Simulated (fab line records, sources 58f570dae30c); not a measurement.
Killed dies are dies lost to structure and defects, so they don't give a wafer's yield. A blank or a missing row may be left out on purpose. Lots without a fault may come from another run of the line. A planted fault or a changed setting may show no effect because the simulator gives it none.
fab line records | flow berkeley_cmos170
record lots=14 wafers=42 last_day=12
route steps=331 shown NWELL@27 NVT@113 PLDD@154 M3@324
lots that met no fault: from a run of the same line without faults
start_h: hours from the record's first day to the start of the lot's first wafer shown | wait_h: hours since the lot's step before | " the same as in the row above | L1.1+2: a row that stands for several wafers | - no value, or no start given | * or withheld: withheld | < > ~ a bound
route shown NAME@n: a module of which the file shows steps, and the number in the route of the first | usual: mean/standard deviation of fault-free wafers | same: alike in all rows | chamber/n: place in a boat | sites: the reading at each site | _std_site: their standard deviation | _edge_site: outer sites' mean less inner sites' | radius_mm: how far each site lies from the wafer's centre | mask NAME#n: copy n | behind: the tool/chamber that last shaped the wafer | hold: why the lot was held/for how many hours/how that ended | device: the transistor (n, p or np) that didn't switch | end of line: the same wafers' tests at the end of the route | a step without rows: its recipe alone | killed: dies lost to structure and defects at the first sort, not the wafer's yield | map: a wafer's dies, x killed, . not, _ none there
set.NAME: the setting as run; set.NAME@STEP: as run at that earlier step | model.NAME: the simulator's own value behind a step, which no gauge read
steps of the route over a sample of lots; a table a step, a row a wafer
services: from which hour (start_h, from the record's first day; less than 0 if before it) a tool's chamber was out of use, for how many hours, and why
## steps
# step UCB170_NWELL_ETCH_13
# recipe chemistry=CH3F/Ar/O2 target=Si3N4 stop_on=SiO2 CH3F_flow_sccm=20 Ar_flow_sccm=50 O2_flow_sccm=7 pressure_mtorr=50 rf_w=450 target_depth_a=2464 over_etch_frac=0.1 time_s=154
# usual CH3F_flow_sccm=20.00/0.061 drypump_motor_current_A=5.7/0.54 oes_product_au=0.946/0.012 throttle_valve_pct=8.10/0.085
# columns lot.wafer tool chamber start_h wait_h CH3F_flow_sccm drypump_motor_current_A oes_product_au rf_hours_counter_h throttle_valve_pct
L872.2 rie_diel-01 0 32.84 0.0 19.98 6.4 0.959 88 8.27
L872.3 " 3 " " 20.14 6.3 0.944 112 8.04
L872.6 " 3 " " 20.04 6.3 0.943 - 8.06
L873.3 rie_diel-01 3 39.61 0.0 20.01 6.3 0.947 112 8.06
L873.4 " 2 " " 19.98 5.1 0.934 61 8.11
L873.6 " 3 " " 19.99 6.3 0.964 - 8.05
L875.3 rie_diel-01 1 50.24 0.0 20.07 5.0 0.945 137 8.07
L875.5 " 1 " " 20.04 5.0 0.950 - 8.08
L875.6 " 2 " " 19.97 5.1 0.935 - 8.10
L876.1 rie_diel-01 2 50.51 0.0 20.01 5.1 0.933 62 8.10
L876.2 " 3 " " 20.03 6.3 0.941 113 8.06
L876.5 " 1 " " 19.98 5.0 0.933 - 8.08
L877.1 rie_diel-04 3 60.12 0.0 19.97 6.0 0.970 52 8.08
L877.2 " 2 " " 19.98 4.9 0.942 138 8.18
L877.4 " 0 " " 20.06 5.5 0.960 161 7.95
L878.1 rie_diel-03 1 66.83 0.0 20.02 5.5 0.950 78 8.18
L878.3 " 2 " " 19.96 5.8 0.934 145 8.16
L878.4 " 0 " " 19.96 6.0 0.938 11 8.03
L879.1 rie_diel-01 0 67.07 0.0 20.00 6.4 0.946 90 8.26
L879.2 " 1 " " 19.94 5.0 0.946 138 8.08
L879.4 " 2 " " 20.11 5.1 0.940 63 8.08
L880.2 rie_diel-03 3 75.95 0.0 20.00 6.3 0.945 44 8.02
L880.3 " 2 " " 20.01 5.8 0.945 145 8.15
L880.4 " 1 " " 20.02 5.6 0.952 79 8.17
L882.2 rie_diel-03 3 86.23 0.0 20.01 6.3 0.939 45 8.04
L882.3 " 2 " " 20.04 5.9 0.938 146 8.14
L882.5 " 0 " " 20.04 6.0 0.949 - 8.02
L883.1 rie_diel-04 3 96.98 0.0 19.95 6.0 0.973 54 8.08
L883.2 " 2 " " 20.00 4.9 0.943 140 8.18
L883.5 " 2 " " 19.97 4.9 0.946 - 8.19
L886.1 rie_diel-04 3 106.13 0.0 19.98 6.1 0.980 55 8.07
L886.5 " 3 " " 19.94 6.0 0.978 - 8.06
L886.6 " 1 " " 20.00 5.7 0.950 - 7.99
L891.1 rie_diel-01 3 130.70 0.0 20.00 6.3 0.945 117 8.05
L891.4 " 0 " " 19.97 6.4 0.940 91 8.26
L891.6 " 0 " " 19.97 6.4 0.945 - 8.26
L894.2 rie_diel-03 3 145.27 0.0 19.96 6.3 0.939 47 8.01
L894.4 " 0 " " 19.94 6.0 0.944 - 8.03
L894.5 " 3 " " 19.97 6.3 0.940 - 8.03
L893.1 rie_diel-01 0 145.53 0.0 20.04 6.4 0.947 92 8.26
L893.2 " 2 " " 20.05 5.1 0.934 66 8.10
L893.5 " 3 " " 20.00 6.3 0.959 - 8.06
# step UCB170_NVT_TW_MEAS_09
# usual NVT_TW=522/4.6
# columns lot.wafer tool chamber start_h wait_h NVT_TW
L872.2 film_metro-03 - 129.34 0.1 524
L872.3 " - " " 525
L872.6 " - " " 525
L873.3 film_metro-04 - 139.54 0.1 522
L873.4 " - " " 525
L873.6 " - " " 519
L876.1 film_metro-03 - 151.78 0.1 531
L876.2 " - " " 527
L876.5 " - " " 528
L875.3 film_metro-02 - 151.97 0.1 523
L875.5 " - " " 521
L875.6 " - " " 521
L877.1 film_metro-04 - 152.05 0.1 518
L877.2 " - " " 517
L877.4 " - " " 514
L879.1 film_metro-04 - 163.17 0.1 512
L879.2 " - " " 517
L879.4 " - " " 517
L878.1 film_metro-03 - 163.35 0.1 530
L878.3 " - " " 530
L878.4 " - " " 530
L880.2 film_metro-02 - 175.45 0.1 522
L880.3 " - " " 520
L880.4 " - " " 523
L883.1 film_metro-03 - 186.47 0.1 521
L883.2 " - " " 517
L883.5 " - " " 522
L882.2 film_metro-04 - 187.03 0.1 519
L882.3 " - " " 519
L882.5 " - " " 516
L886.1 film_metro-02 - 196.52 0.1 523
L886.5 " - " " 522
L886.6 " - " " 522
L891.1 film_metro-04 - 224.22 0.1 517
L891.4 " - " " 517
L891.6 " - " " 517
L893.1 film_metro-03 - 231.38 0.1 526
L893.2 " - " " 531
L893.5 " - " " 527
L894.2 film_metro-02 - 231.78 0.1 521
L894.4 " - " " 522
L894.5 " - " " 522
# step UCB170_PLDD_IMPLANT_09
# recipe species=BF2 dose_cm2=5e+13 energy_kev=10 tilt_deg=7 rotation_deg=180
# usual dose_ions_cm2=5e+13/5.8e+10 faraday_current_uA=158/3.1 rotation_deg=180.00/0.044
# columns lot.wafer tool chamber start_h wait_h dose_ions_cm2 faraday_current_uA rotation_deg
L872.2 implanter-02 0 149.11 0.1 5.001e+13 156 180.03
L872.3 " 0 " " 4.996e+13 159 179.95
L872.6 " 0 " " 4.998e+13 154 179.98
L873.3 implanter-02 0 159.57 0.1 5.006e+13 158 179.97
L873.4 " 0 " " 4.993e+13 154 180.02
L873.6 " 0 " " 5.009e+13 155 179.99
L877.1 implanter-02 0 174.85 0.1 5.005e+13 160 180.01
L877.2 " 0 " " 5.006e+13 166 179.95
L877.4 " 0 " " 5.002e+13 159 180.01
L875.3 implanter-01 0 175.18 0.1 4.998e+13 159 180.01
L875.5 " 0 " " 5e+13 160 180.00
L875.6 " 0 " " 4.992e+13 160 180.00
L876.1 implanter-04 0 175.40 0.1 4.989e+13 155 180.06
L876.2 " 0 " " 4.998e+13 160 180.04
L876.5 " 0 " " 4.996e+13 157 179.97
L879.1 implanter-04 0 183.12 0.1 4.994e+13 160 179.98
L879.2 " 0 " " 5.008e+13 159 180.09
L879.4 " 0 " " 4.996e+13 156 180.09
L878.1 implanter-01 0 183.36 0.1 4.995e+13 162 179.94
L878.3 " 0 " " 5.009e+13 162 180.03
L878.4 " 0 " " 4.994e+13 165 179.99
L880.2 implanter-02 0 197.33 0.1 5.001e+13 160 180.01
L880.3 " 0 " " 5.008e+13 161 179.93
L880.4 " 0 " " 5.01e+13 156 180.04
L882.2 implanter-04 0 210.86 0.1 5.005e+13 159 180.04
L882.3 " 0 " " 5.008e+13 156 179.99
L882.5 " 0 " " 5.011e+13 158 179.99
L883.1 implanter-01 0 210.99 0.1 5.002e+13 156 180.03
L883.2 " 0 " " 4.996e+13 161 180.00
L883.5 " 0 " " 4.991e+13 158 180.02
L886.1 implanter-01 0 217.38 0.1 5e+13 158 179.95
L886.5 " 0 " " 5.008e+13 158 179.99
L886.6 " 0 " " 4.997e+13 158 179.95
L891.1 implanter-02 0 243.00 0.1 3.906e+13 124 180.04
L891.4 " 0 " " 3.903e+13 124 179.89
L891.6 " 0 " " 3.903e+13 125 180.05
L893.1 implanter-02 0 249.42 0.1 3.896e+13 125 180.05
L893.2 " 0 " " 3.902e+13 124 180.02
L893.5 " 0 " " 3.897e+13 126 180.02
L894.2 implanter-04 0 249.68 0.1 4.995e+13 159 180.10
L894.4 " 0 " " 5.002e+13 159 180.10
L894.5 " 0 " " 4.996e+13 159 180.04
# step UCB170_PLDD_TW_MEAS_11
# usual PLDD_TW=1011/6.2
# columns lot.wafer tool chamber start_h wait_h PLDD_TW
L872.2 film_metro-02 - 149.34 0.1 1015
L872.3 " - " " 1012
L872.6 " - " " 1013
L873.3 film_metro-04 - 159.79 0.1 1007
L873.4 " - " " 1002
L873.6 " - " " 1001
L877.1 film_metro-02 - 175.10 0.1 1019
L877.2 " - " " 1015
L877.4 " - " " 1016
L875.3 film_metro-01 - 175.40 0.1 1014
L875.5 " - " " 1013
L875.6 " - " " 1018
L876.1 film_metro-01 - 175.65 0.1 1017
L876.2 " - " " 1013
L876.5 " - " " 1018
L879.1 film_metro-01 - 183.37 0.1 1015
L879.2 " - " " 1016
L879.4 " - " " 1018
L878.1 film_metro-04 - 183.61 0.1 1001
L878.3 " - " " 1003
L878.4 " - " " 1003
L880.2 film_metro-02 - 197.56 0.1 1017
L880.3 " - " " 1007
L880.4 " - " " 1010
L882.2 film_metro-02 - 211.10 0.1 1014
L882.3 " - " " 1010
L882.5 " - " " 1011
L883.1 film_metro-02 - 211.29 0.1 1010
L883.2 " - " " 1018
L883.5 " - " " 1006
L886.1 film_metro-02 - 217.63 0.1 1009
L886.5 " - " " 1014
L886.6 " - " " 1007
L891.1 film_metro-02 - 243.28 0.1 980
L891.4 " - " " 973
L891.6 " - " " 981
L893.1 film_metro-01 - 249.67 0.1 987
L893.2 " - " " 985
L893.5 " - " " 986
L894.2 film_metro-02 - 249.91 0.1 1016
L894.4 " - " " 1016
L894.5 " - " " 1016
# step UCB170_SDANNEAL_RS_MEAS_04
# recipe thk_meas_gauge=four-point-probe
# usual PLDD_RS=1030.0/2.9
# columns lot.wafer tool chamber start_h wait_h PLDD_RS[ohm/sq]
L872.2 film_metro-02 - 163.27 0.1 1029.2
L872.3 " - " " 1032.8
L872.6 " - " " 1028.1
L873.3 film_metro-01 - 174.07 0.1 1028.1
L873.4 " - " " 1027.2
L873.6 " - " " 1032.2
L876.1 film_metro-04 - 189.64 0.1 1026.6
L876.2 " - " " 1028.4
L876.5 " - " " 1027.6
L877.1 film_metro-01 - 189.94 0.1 1030.7
L877.2 " - " " 1030.7
L877.4 " - " " 1031.7
L875.3 film_metro-02 - 190.23 0.1 1034.6
L875.5 " - " " 1034.2
L875.6 " - " " 1033.9
L879.1 film_metro-04 - 196.85 0.1 1029.9
L879.2 " - " " 1029.4
L879.4 " - " " 1029.7
L878.1 film_metro-02 - 197.06 0.1 1033.6
L878.3 " - " " 1034.9
L878.4 " - " " 1033.5
L880.2 film_metro-02 - 213.24 0.1 1032.5
L880.3 " - " " 1037.1
L880.4 " - " " 1035.4
L882.2 film_metro-01 - 224.46 0.1 1027.9
L882.3 " - " " 1031.3
L882.5 " - " " 1028.2
L883.1 film_metro-02 - 224.68 0.1 1027.4
L883.2 " - " " 1029.0
L883.5 " - " " 1030.5
L886.1 film_metro-04 - 233.55 0.1 1026.3
L886.5 " - " " 1025.6
L886.6 " - " " 1025.8
L891.1 film_metro-01 - 256.29 0.1 1133.0
L891.4 " - " " 1131.9
L891.6 " - " " 1133.5
L894.2 film_metro-04 - 263.30 0.1 1027.4
L894.4 " - " " 1026.0
L894.5 " - " " 1027.1
L893.1 film_metro-01 - 263.77 0.1 1123.5
L893.2 " - " " 1128.4
L893.5 " - " " 1124.8
# step UCB170_M3_CD_MEAS_15
# recipe target_cd_nm=700
# usual cd_nm=700.0/1.6
# columns lot.wafer tool chamber start_h wait_h cd_nm
L872.2 cd_sem-01 - 183.60 - 700.2
L872.3 " - " " 700.8
L872.6 " - " " 701.1
L873.3 cd_sem-01 - 193.94 - 697.8
L873.4 " - " " 697.5
L873.6 " - " " 698.4
L876.1 cd_sem-01 - 214.18 - 698.0
L876.2 " - " " 700.7
L876.5 " - " " 698.2
L875.3 cd_sem-01 - 215.12 - 698.2
L875.5 " - " " 699.0
L875.6 " - " " 698.3
L877.1 cd_sem-02 - 215.68 - 701.4
L877.2 " - " " 700.1
L877.4 " - " " 699.7
L879.1 cd_sem-01 - 220.14 - 703.6
L879.2 " - " " 702.2
L879.4 " - " " 702.6
L878.1 cd_sem-02 - 222.28 - 700.9
L878.3 " - " " 701.7
L878.4 " - " " 702.1
L880.2 cd_sem-02 - 233.23 - 701.9
L880.3 " - " " 699.7
L880.4 " - " " 701.2
L882.2 cd_sem-02 - 244.00 - 700.6
L882.3 " - " " 700.8
L882.5 " - " " 701.5
L883.1 cd_sem-02 - 247.23 - 701.1
L883.2 " - " " 701.1
L883.5 " - " " 699.5
L886.1 cd_sem-02 - 255.98 - 699.2
L886.5 " - " " 697.6
L886.6 " - " " 698.8
L891.1 cd_sem-02 - 281.23 - 698.2
L891.4 " - " " 698.6
L891.6 " - " " 697.9
L894.2 cd_sem-01 - 285.48 - 699.3
L894.4 " - " " 699.6
L894.5 " - " " 700.3
L893.1 cd_sem-01 - 291.38 - 703.0
L893.2 " - " " 702.2
L893.5 " - " " 701.6
## services
# columns tool chamber start_h hours kind
rie_diel-04 - 31.73 28.1 pm
rie_diel-03 0 34.50 7.4 repair
implanter-02 - 56.26 0.5 repair
rie_diel-01 0 69.95 5.5 repair
implanter-04 - 78.95 7.7 pm
rie_diel-04 - 82.58 10.8 repair
rie_diel-03 1 85.72 5.6 repair
rie_diel-04 - 86.23 0.1 repair
implanter-04 - 86.61 4.5 pm
rie_diel-01 - 97.64 28.1 pm
implanter-04 - 101.94 0.7 repair
implanter-01 - 108.07 1.1 repair
implanter-02 - 114.26 3.2 pm
rie_diel-03 - 136.02 1.7 repair
rie_diel-03 2 142.76 7.3 repair
rie_diel-03 - 149.78 4.3 pm
implanter-01 - 158.76 1.0 repair
implanter-04 - 167.76 2.4 repair
rie_diel-01 3 167.98 15.8 repair
implanter-02 - 168.64 4.4 pm
implanter-04 - 170.53 4.1 repair
rie_diel-01 - 194.32 0.2 repair
rie_diel-04 3 210.00 3.5 repair
implanter-01 - 236.75 3.2 pm
## key
first_sign step=UCB170_PLDD_IMPLANT_09 reading=dose_ions_cm2 direction=down sigmas=99+ usual=5e+13 struck=3.901e+13
effect step=UCB170_PLDD_IMPLANT_09 reading=faraday_current_uA direction=down sigmas=11 usual=158 struck=125
effect step=UCB170_PLDD_TW_MEAS_11 reading=PLDD_TW direction=down sigmas=4.7 usual=1011 struck=982
effect step=UCB170_SDANNEAL_RS_MEAS_04 reading=PLDD_RS direction=up sigmas=35 usual=1030.0 struck=1129.2
met_at UCB170_PLDD_IMPLANT_09
struck_lots L891,L893
tester_left_out L891,L893
not_acting_at UCB170_NWELL_ETCH_13,UCB170_NVT_TW_MEAS_09,UCB170_M3_CD_MEAS_15
onset_between 197.33 243.00
earlier_fault kind=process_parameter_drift tool=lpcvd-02 chamber=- onset_h=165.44 steps=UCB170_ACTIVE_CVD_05 channel=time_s offset=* shape=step end_h=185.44 acts_in=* stated=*
fault kind=process_parameter_drift tool=implanter-02 chamber=- onset_h=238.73 steps=UCB170_PLDD_IMPLANT_09 channel=dose_cm2 offset=-1.1e+13 shape=step end_h=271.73 acts_in=these_recipes_only stated=5e+13
# tester_left_out: of these lots the tester's yield and bins aren't shown, on N5 and GAA mostly nor the transistor test; their killed dies are dies lost to structure and defects alone, not to doping, threshold or leakage, so they don't give the yield
